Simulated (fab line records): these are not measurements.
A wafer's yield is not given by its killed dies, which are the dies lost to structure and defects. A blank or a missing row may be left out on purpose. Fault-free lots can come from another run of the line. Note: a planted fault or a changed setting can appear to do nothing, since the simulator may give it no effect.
fab line records	flow ritCmos
record: lots: 7	wafers: 21	lastDay: 7
route steps=202 shown CONTACT@178 M1@184
lots with no fault: from the same line, run without faults
startH: start of the lot's first displayed wafer, in hours after the record's first day	waitH: hours from the lot's prior step to this one	" identical to the entry in the row above	L1.1+2: a single row standing in for several wafers	- no value present, or no start provided	* or withheld: withheld	< > ~ a bound
route shown NAME@n: NAME is a module with steps in the file, n the number in the route of the first one	usual: mean/standard deviation taken from wafers without a fault	same: alike in all rows	chamber/n: place in a boat	sites: each site's reading	_std_site: standard deviation across them	_edge_site: mean of outer sites minus mean of inner sites	radiusMm: for every site, how far away it sits from the centre of the wafer	mask NAME#n: copy n	behind: the last tool/chamber to shape the wafer	hold: reason for holding the lot/hours on hold/outcome of the hold	device: transistor that didn't switch, given as n, p or np	end of line: tests of these same wafers at the route's end	where a step has no rows: the recipe by itself	killed: at the first sort, the dies lost to defects and structure; wafer yield is something else	map: per-die view of a wafer (x killed, . not killed, _ where there is no die)
set.NAME: the setting that was run; set.NAME@STEP: the one run at that earlier step	model.NAME: the simulator's own value behind a step, which no gauge read
lots seen at some steps along the route; tables by step, rows by wafer
services: a tool's chamber out of use, with start hour (startH, from the record's first day; less than 0 if before it), hours out, and reason
== steps ==
step: RIT_CONTACT_HARDBAKE_10
recipe: resist: NOVOLAK	tempC: 140	timeS: 60
step: RIT_CONTACT_ETCH_11
recipe: targetDepthA: 4800	overEtchFrac: 0.2	stopOn: TiSi2	chemistry: CHF3/CF4/Ar	target: SiO2	CHF3_flow_sccm: 50	cf4FlowSccm: 10	Ar_flow_sccm: 100	O2_flow_sccm: 5	pressureMtorr: 100	rfW: 200	timeS: 320
usual: chamberPressureMTorr: 100.01/0.092	drypumpMotorCurrentA: 5.8/0.37	oesProductAu: 0.990/0.018	throttleValvePct: 8.77/0.11
lot.wafer	tool	chamber	startH	waitH	chamberPressureMTorr	drypumpMotorCurrentA	oesProductAu	rfHoursCounterH	throttleValvePct
L816.2	rieDiel-02	3	68.61	0.1	99.98	6.0	0.992	0	8.80
L816.5	"	3	"	"	99.99	5.9	0.995	-	8.81
L816.6	"	2	"	"	100.03	6.0	0.997	-	8.79
L824.1	rieDiel-02	3	114.15	0.1	100.04	5.9	0.986	1	8.83
L824.2	"	1	"	"	99.92	5.8	0.974	9	8.94
L824.3	"	0	"	"	100.09	5.6	1.021	1	8.89
L826.2	rieDiel-02	0	118.56	0.1	99.92	5.5	1.016	1	8.89
L826.3	"	3	"	"	100.01	5.9	0.994	1	8.82
L826.4	"	1	"	"	99.92	5.8	0.972	10	8.95
L831.2	rieDiel-01	2	143.34	0.1	99.98	6.1	0.968	139	8.77
L831.4	"	2	"	"	100.26	6.2	0.975	-	8.77
L831.6	"	0	"	"	99.98	5.5	1.015	-	8.59
L832.2	rieDiel-02	3	147.97	0.1	99.88	5.9	0.998	2	8.82
L832.3	"	1	"	"	100.08	5.8	0.972	10	8.94
L832.6	"	3	"	"	100.05	5.9	0.993	-	8.81
L833.3	rieDiel-04	3	152.50	0.1	100.07	6.4	0.976	73	8.79
L833.4	"	1	"	"	100.01	6.8	0.987	-	8.61
L833.5	"	3	"	"	99.83	6.3	0.971	-	8.78
L836.3	rieDiel-02	0	166.90	0.1	99.99	5.5	1.021	2	8.89
L836.5	"	1	"	"	99.98	5.8	0.975	-	8.94
L836.6	"	0	"	"	100.03	5.5	1.028	-	8.89
step: RIT_CONTACT_STRIP_12
recipe: chemistry: O2	timeS: 180	resist: NOVOLAK	platenTempC: withheld	powerW: 500	pressureMtorr: 4000	o2FlowSccm: 4000
usual: chamberPressureMTorr: 4000/3.7	drypumpMotorCurrentA: 5.4/0.47	rfReflPowerW: 6.4/1.7
lot.wafer	tool	chamber	startH	waitH	chamberPressureMTorr	drypumpMotorCurrentA	rfHoursCounterH	rfReflPowerW
L816.2	plasmaAsher-04	0	68.91	0.2	3998	6.2	43	9.6
L816.5	"	1	"	"	3997	5.0	-	7.0
L816.6	"	0	"	"	4002	6.2	-	9.0
L824.1	plasmaAsher-04	1	114.35	0.1	3992	5.0	48	7.2
L824.2	"	0	"	"	3993	6.1	48	9.1
L824.3	"	0	"	"	3995	6.2	-	9.5
L826.2	plasmaAsher-04	0	118.75	0.1	4002	6.2	48	9.2
L826.3	"	0	"	"	4001	6.2	-	9.2
L826.4	"	1	"	"	4002	5.0	-	7.1
L831.2	plasmaAsher-01	1	143.54	0.1	4003	4.8	1	4.7
L831.4	"	1	"	"	4002	4.8	-	4.8
L831.6	"	1	"	"	4001	4.8	-	4.7
L832.2	plasmaAsher-01	0	148.16	0.1	4005	5.4	1	5.9
L832.3	"	1	"	"	4001	4.8	-	4.5
L832.6	"	1	"	"	4000	4.8	-	4.6
L833.3	plasmaAsher-04	0	152.75	0.2	3999	6.1	-	9.1
L833.4	"	1	"	"	4003	5.0	-	6.9
L833.5	"	1	"	"	4000	5.0	-	7.1
L836.3	plasmaAsher-04	0	167.15	0.2	3994	6.2	-	9.5
L836.5	"	1	"	"	3998	5.0	-	6.9
L836.6	"	0	"	"	4004	6.1	-	9.3
step: RIT_CONTACT_CD_MEAS_90
recipe: targetCdNm: 1000
usual: cdNm: 999.7/2
lot.wafer	tool	chamber	startH	waitH	cdNm
L816.2	cdSem-02	-	69.10	0.1	1000.6
L816.5	"	-	"	"	1002.2
L816.6	"	-	"	"	1000.1
L824.1	cdSem-02	-	114.52	0.1	998.9
L824.2	"	-	"	"	997.6
L824.3	"	-	"	"	998.4
L826.2	cdSem-01	-	118.95	0.1	998.8
L826.3	"	-	"	"	1001.2
L826.4	"	-	"	"	999.6
L831.2	cdSem-02	-	143.73	0.1	998.8
L831.4	"	-	"	"	999.5
L831.6	"	-	"	"	1000.8
L832.2	cdSem-01	-	148.36	0.1	1000.5
L832.3	"	-	"	"	1001.7
L832.6	"	-	"	"	999.0
L833.3	cdSem-02	-	152.91	0.1	999.6
L833.4	"	-	"	"	999.1
L833.5	"	-	"	"	999.8
L836.3	cdSem-02	-	167.31	0.1	1001.1
L836.5	"	-	"	"	1001.9
L836.6	"	-	"	"	1002.2
step: RIT_CONTACT_CLEAN_13
recipe: chemistry: SC1	mix: 3:3:50	timeS: 600	tempC: 75
step: RIT_CONTACT_CLEAN_14
recipe: chemistry: SC2	mix: 3:3:50	timeS: 600	tempC: 75	dry: n2Spin
step: RIT_M1_SPUTTER_00
recipe: material: Al	targetThkNm: 400	powerW: 2055	chamberPressurePa: 0.4	gas: Ar	timeS: 500	substrateTempC: 25
usual: chamberPressurePa: 0.4000/0.00085	throttleValvePct: 29.9/0.52
lot.wafer	tool	chamber	startH	waitH	chamberPressurePa	throttleValvePct
L816.2	pvdSputter-02	-	69.55	0.0	0.3993	30.5
L816.5	"	-	"	"	0.3997	28.7
L816.6	"	-	"	"	0.4008	29.9
L824.1	pvdSputter-04	-	114.99	0.0	0.4005	29.8
L824.2	"	-	"	"	0.3994	30.3
L824.3	"	-	"	"	0.3998	29.2
L826.2	pvdSputter-04	-	119.43	0.0	0.3991	30.2
L826.3	"	-	"	"	0.4012	29.7
L826.4	"	-	"	"	0.3993	28.7
L831.2	pvdSputter-03	-	144.18	0.0	0.3997	30.3
L831.4	"	-	"	"	0.4003	30.2
L831.6	"	-	"	"	0.3982	30.1
L832.2	pvdSputter-04	-	148.81	0.0	0.4006	28.7
L832.3	"	-	"	"	0.4012	29.3
L832.6	"	-	"	"	0.3999	30.0
L833.3	pvdSputter-03	-	153.35	0.0	0.4006	29.8
L833.4	"	-	"	"	0.3991	30.3
L833.5	"	-	"	"	0.4005	30.2
L836.3	pvdSputter-04	-	167.76	0.0	0.3997	28.6
L836.5	"	-	"	"	0.3991	30.3
L836.6	"	-	"	"	0.4005	28.8
step: RIT_M1_RS_MEAS_01
recipe: thkMeasGauge: four-point-probe	reads: Al_of_M1_SPUTTER_00
usual: M1_AL_RS: 0.0712/0.00075
lot.wafer	tool	chamber	startH	waitH	M1_AL_RS[ohm/sq]
L816.2	filmMetro-04	-	69.87	0.2	0.0712
L816.5	"	-	"	"	0.0716
L816.6	"	-	"	"	0.0709
L824.1	filmMetro-01	-	115.29	0.1	0.0719
L824.2	"	-	"	"	0.0718
L824.3	"	-	"	"	0.0720
L826.2	filmMetro-04	-	119.74	0.2	0.0722
L826.3	"	-	"	"	0.0722
L826.4	"	-	"	"	0.0715
L831.2	filmMetro-04	-	144.50	0.2	0.0704
L831.4	"	-	"	"	0.0713
L831.6	"	-	"	"	0.0713
L832.2	filmMetro-04	-	149.12	0.2	0.0714
L832.3	"	-	"	"	0.0722
L832.6	"	-	"	"	0.0718
L833.3	filmMetro-01	-	153.69	0.2	0.0712
L833.4	"	-	"	"	0.0709
L833.5	"	-	"	"	0.0714
L836.3	filmMetro-04	-	168.09	0.2	0.0713
L836.5	"	-	"	"	0.0712
L836.6	"	-	"	"	0.0705
step: RIT_M1_THK_MEAS_02
recipe: thkMeasGauge: xrf	reads: Al_of_M1_SPUTTER_00
usual: M1_AL_THK: 416/4.2
lot.wafer	tool	chamber	startH	waitH	M1_AL_THK[nm]
L816.2	filmMetro-04	-	69.98	0.1	417
L816.5	"	-	"	"	412
L816.6	"	-	"	"	418
L824.1	filmMetro-01	-	115.41	0.1	414
L824.2	"	-	"	"	416
L824.3	"	-	"	"	416
L826.2	filmMetro-04	-	119.85	0.1	410
L826.3	"	-	"	"	412
L826.4	"	-	"	"	416
L831.2	filmMetro-04	-	144.61	0.1	421
L831.4	"	-	"	"	417
L831.6	"	-	"	"	418
L832.2	filmMetro-04	-	149.23	0.1	414
L832.3	"	-	"	"	410
L832.6	"	-	"	"	414
L833.3	filmMetro-01	-	153.79	0.1	416
L833.4	"	-	"	"	421
L833.5	"	-	"	"	417
L836.3	filmMetro-04	-	168.19	0.1	415
L836.5	"	-	"	"	417
L836.6	"	-	"	"	417
step: RIT_M1_HMDS_03
recipe: primeTimeS: 60	primeTempC: 140
step: RIT_M1_COAT_04
recipe: resist: NOVOLAK	spinRpm: 2000	resistThkNm: 1300
step: RIT_M1_SOFTBAKE_05
recipe: resist: NOVOLAK	tempC: 90	timeS: 60
step: RIT_M1_EXPOSE_06
recipe: maskId: M12	na: 0.6	sourceShape: conventional	sigmaOuter: 0.5	targetCdNm: 2600	doseMj: 250
usual: exposureDoseMJCm2: 252.16/0.27	focusOffsetNm: 0.0/0.57	sigmaOuter: 0.5/0
lot.wafer	tool	chamber	startH	waitH	mask	exposureDoseMJCm2	focusOffsetNm	sigmaOuter
L816.2	ilineStepper-02	0	70.49	0.1	M12#0	252.20	-0.4	0.5
L816.5	"	0	"	"	M12#0	252.33	0.1	0.5
L816.6	"	0	"	"	M12#0	252.61	-0.1	0.5
L824.1	ilineStepper-01	0	116.04	0.2	M12#0	252.56	0.5	0.5
L824.2	"	0	"	"	M12#0	252.18	0.3	0.5
L824.3	"	0	"	"	M12#0	252.41	-0.4	0.5
L826.2	ilineStepper-01	0	120.66	0.2	M12#0	252.39	-1.0	0.5
L826.3	"	0	"	"	M12#0	252.10	-0.7	0.5
L826.4	"	0	"	"	M12#0	252.29	0.5	0.5
L831.2	ilineStepper-01	-	145.25	0.2	M12#0	-	-	-
L831.4	"	-	"	"	M12#0	-	-	-
L831.6	"	-	"	"	M12#0	-	-	-
L832.2	ilineStepper-02	-	149.95	0.3	M12#0	-	-	-
L832.3	"	-	"	"	M12#0	-	-	-
L832.6	"	-	"	"	M12#0	-	-	-
L833.3	ilineStepper-01	-	154.44	0.2	M12#0	-	-	-
L833.4	"	-	"	"	M12#0	-	-	-
L833.5	"	-	"	"	M12#0	-	-	-
L836.3	ilineStepper-02	0	168.72	0.1	M12#0	252.00	0.7	0.5
L836.5	"	0	"	"	M12#0	251.99	0.2	0.5
L836.6	"	0	"	"	M12#0	251.92	1.0	0.5
step: RIT_M1_PEB_07
recipe: resist: NOVOLAK	tempC: withheld	timeS: withheld
== services ==
tool	chamber	startH	hours	kind
rieDiel-02	1	44.88	4.7	repair
rieDiel-02	0	62.04	-	clean
rieDiel-02	0	62.04	20.6	scheduledDown
rieDiel-02	0	62.04	20.6	ventCycle
ilineStepper-01	-	64.20	1.7	pm
rieDiel-02	1	66.11	4.4	repair
ilineStepper-01	0	69.91	-	calibration
rieDiel-04	2	71.65	5.1	repair
rieDiel-02	3	77.78	5.2	repair
rieDiel-04	3	86.38	5.6	repair
ilineStepper-01	-	105.50	5.6	repair
plasmaAsher-01	-	108.87	9.0	pm
plasmaAsher-01	0	108.87	9.0	ventCycle
rieDiel-04	3	109.74	5.1	repair
pvdSputter-04	-	111.11	2.1	repair
plasmaAsher-01	-	117.87	2.8	pm
plasmaAsher-01	-	120.62	14.6	pm
rieDiel-02	0	130.28	9.4	repair
rieDiel-02	-	132.17	2.4	repair
rieDiel-01	3	133.35	11.7	repair
pvdSputter-02	-	143.79	8.6	repair
pvdSputter-02	-	148.80	4.6	repair
rieDiel-02	3	159.53	3.1	repair
ilineStepper-02	0	162.87	-	calibration
== key ==
firstSign: step: RIT_M1_EXPOSE_06	reading: toolRecord	direction: missing
effect none on later readings
metAt RIT_M1_EXPOSE_06
struckWafers L831.2,L831.4,L831.6,L832.2,L832.3,L832.6,L833.3,L833.4,L833.5
laterRowsLeftOut L831.2,L831.4,L831.6,L832.2,L832.3,L832.6,L833.3,L833.4,L833.5
sortLeftOut L831.2,L831.4,L831.6,L832.2,L832.3,L832.6,L833.3,L833.4,L833.5
onsetBetween 120.66 145.25
fault: kind: skippedStepWhole	tool: ilineStepper-01,ilineStepper-02	chamber: -	onsetH: 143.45	steps: RIT_M1_EXPOSE_06	scope: struckLotsOnly
sortLeftOut: the simulated sort isn't trusted on such a fault, so these wafers' sort isn't shown, and their yield isn't known
laterRowsLeftOut: the simulator's readings of these wafers behind a module that went badly wrong aren't trusted and aren't shown, but for the sort
